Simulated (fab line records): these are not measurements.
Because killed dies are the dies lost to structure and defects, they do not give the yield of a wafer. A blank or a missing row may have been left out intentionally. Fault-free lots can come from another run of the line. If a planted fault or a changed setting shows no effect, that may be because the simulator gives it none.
The tool behind it: which one? | flow berkeley-cmos170 | 13 lots, 39 wafers sampled, at 6 steps of a route of 331

== WHAT EACH GAUGE READ, for each wafer ==
UCB170_PWELL_THK_MEAS_06.
lot  | measured    | on            | PWELL_NITRIDE_THK (nm)
L897 | day 3 10:41 | film-metro-04 | 218.2 218.5 218.0
L899 | day 3 19:05 | film-metro-03 | 220.3 221.8 219.0
L900 | day 3 19:05 | film-metro-01 | 216.1 217.6 217.2
L904 | day 4 16:28 | film-metro-03 | 216.1 217.1 217.3
L903 | day 4 16:29 | film-metro-01 | 221.6 219.0 219.2
L902 | day 4 16:32 | film-metro-03 | 220.8 221.0 218.7
L905 | day 5 02:25 | film-metro-01 | 217.7 217.1 214.0
L908 | day 5 10:40 | film-metro-03 | 218.7 217.1 219.9
L911 | day 6 11:49 | film-metro-03 | 223.2 222.7 223.7
L913 | day 6 11:49 | film-metro-04 | 218.5 219.5 220.3
L912 | day 6 11:49 | film-metro-01 | 219.1 217.7 219.8
L919 | day 7 22:10 | film-metro-01 | 220.8 220.4 221.0
L920 | day 7 22:10 | film-metro-04 | 218.0 218.6 220.5

UCB170_ACTIVE_THK_MEAS_03.
lot  | measured    | on            | ACTIVE_OXIDE_THK (nm)
L897 | day 4 11:52 | film-metro-01 | 26.5 26.3 26.7
L899 | day 5 01:15 | film-metro-02 | 26.7 26.8 27.2
L900 | day 5 01:15 | film-metro-03 | 26.3 26.4 26.6
L904 | day 5 20:57 | film-metro-01 | 26.1 25.9 25.8
L903 | day 5 20:58 | film-metro-03 | 26.6 26.6 26.3
L902 | day 5 21:01 | film-metro-01 | 26.1 26.0 25.9
L905 | day 6 10:03 | film-metro-02 | 25.7 26.1 26.3
L908 | day 6 10:07 | film-metro-02 | 26.2 26.6 25.9
L911 | day 7 09:02 | film-metro-02 | 26.6 26.3 26.2
L913 | day 7 09:02 | film-metro-03 | 26.0 25.5 26.0
L912 | day 7 09:03 | film-metro-01 | 26.0 26.7 26.4
L919 | day 9 06:14 | film-metro-02 | 25.9 26.8 26.2
L920 | day 8 23:30 | film-metro-01 | 27.1 26.6 27.0

UCB170_PFIELD_OVL_MEAS_06.
lot  | measured    | on         | PFIELD_OVL (nm)
L897 | day 4 21:31 | overlay-02 | -5 0 -11
L899 | day 5 12:35 | overlay-01 | 4 -2 -3
L900 | day 5 13:43 | overlay-01 | 3 2 15
L904 | day 6 10:44 | overlay-02 | -5 -2 0
L903 | day 6 13:31 | overlay-01 | 1 -2 -4
L902 | day 6 13:43 | overlay-02 | -3 1 -2
L905 | day 6 19:39 | overlay-01 | -1 1 -8
L908 | day 6 20:02 | overlay-01 | 0 -4 -4
L911 | day 7 21:59 | overlay-01 | -10 -6 -8
L913 | day 7 22:05 | overlay-02 | 0 -1 4
L912 | day 7 22:22 | overlay-02 | -7 1 -2
L919 | day 9 16:48 | overlay-01 | 2 -7 -3
L920 | day 9 11:25 | overlay-01 | 9 4 -2

UCB170_NVT_OVL_MEAS_06.
lot  | measured     | on         | NVT_OVL (nm)
L897 | day 6 15:10  | overlay-01 | -3 0 1
L899 | day 7 03:59  | overlay-02 | 4 10 6
L900 | day 7 03:05  | overlay-01 | -1 0 4
L904 | day 7 18:31  | overlay-01 | 2 3 -3
L903 | day 7 18:14  | overlay-01 | 3 9 5
L902 | day 7 18:03  | overlay-01 | -1 -2 -3
L905 | day 8 03:50  | overlay-01 | -2 2 -2
L908 | day 8 04:11  | overlay-01 | 5 4 -4
L911 | day 9 12:19  | overlay-02 | 15 7 7
L913 | day 9 11:59  | overlay-01 | - - -
L912 | day 9 12:52  | overlay-01 | -6 -3 2
L919 | day 11 06:02 | overlay-01 | 13 4 4
L920 | day 10 21:50 | overlay-02 | 1 8 2

UCB170_NVT_TW_MEAS_09.
lot  | measured     | on            | NVT_TW
L897 | day 6 15:27  | film-metro-02 | 520 524 523
L899 | day 7 04:17  | film-metro-04 | 531 530 529
L900 | day 7 03:23  | film-metro-04 | 528 529 526
L904 | day 7 18:48  | film-metro-04 | 526 530 528
L903 | day 7 18:32  | film-metro-04 | 532 527 528
L902 | day 7 18:20  | film-metro-03 | 516 515 518
L905 | day 8 04:07  | film-metro-04 | 525 524 525
L908 | day 8 04:29  | film-metro-04 | 525 524 524
L911 | day 9 12:39  | film-metro-04 | 526 523 524
L913 | day 9 12:16  | film-metro-02 | 30 30 30
L912 | day 9 13:10  | film-metro-04 | 523 525 527
L919 | day 11 06:19 | film-metro-04 | 526 530 526
L920 | day 10 22:07 | film-metro-04 | 531 527 530

== WHICH TOOL RAN EACH LOT (tool, then ch and the chambers of the sampled wafers, then the start) ==
lot  | UCB170_NVT_EXPOSE_03
L897 | krf-scanner-01 ch 0, day 6 14:29
L899 | krf-scanner-02 ch 0, day 7 03:26
L900 | krf-scanner-01 ch 0, day 7 02:42
L904 | krf-scanner-01 ch 0, day 7 17:32
L903 | krf-scanner-02 ch 0, day 7 17:19
L902 | krf-scanner-01 ch 0, day 7 17:05
L905 | krf-scanner-01 ch 0, day 8 03:26
L908 | krf-scanner-02 ch 0, day 8 03:49
L911 | krf-scanner-02 ch 0, day 9 11:24
L913 | krf-scanner-02 ch 0, day 9 11:17
L912 | krf-scanner-02 ch 0, day 9 11:54
L919 | krf-scanner-02 ch 0, day 11 05:38
L920 | krf-scanner-02 ch 0, day 10 21:26
- UCB170_NVT_EXPOSE_03: exposes mask PWELL, target cd 3000 nm.

== WHAT THE TOOLS THEMSELVES READ (means of the sampled wafers that have a number; where no wafer has one, the mark that the record gives instead) ==
The record holds no such reading with a usual standard deviation.

== THE ANSWER, worked out from the rows above alone ==
Rule: the usual values come from the lots themselves. Put in order of their means at a reading, lots are off if they are a third of the lots or fewer, leave a main group of 4 or more, and stand apart from it by a gap of 3 or more times the standard deviation of the main group's means; of several such gaps the widest counts. The tables above print the reading to a certain number of digits; a main group whose means all agree to those digits is not used. A lot without any number at a reading at which 4 lots or more have one is off too. All remaining lots with rows at the step are treated as sound. The gauges are gone through in route order, then the tools' own readings, and for those a lot's mean is taken as printed above. The first step at which some lot is off is used, and at that step the reading that is off furthest; a lot without a number counts as furthest.
Off: L913, at UCB170_NVT_OVL_MEAS_06 (NVT_OVL). Without a number there: L913. The main group has a mean of 3 nm with a standard deviation of 3.8.
If a tool, at a process step before that reading, ran all the lots that are off and no sound lot after the first of them, it fits. The gauges at UCB170_NVT_OVL_MEAS_06 aren't tried: what is off there is off at UCB170_NVT_TW_MEAS_09 too, on other tools, and a gauge's error can't cause that. None of those tried fits.

== WHAT THE SIMULATOR HAD PUT IN ==
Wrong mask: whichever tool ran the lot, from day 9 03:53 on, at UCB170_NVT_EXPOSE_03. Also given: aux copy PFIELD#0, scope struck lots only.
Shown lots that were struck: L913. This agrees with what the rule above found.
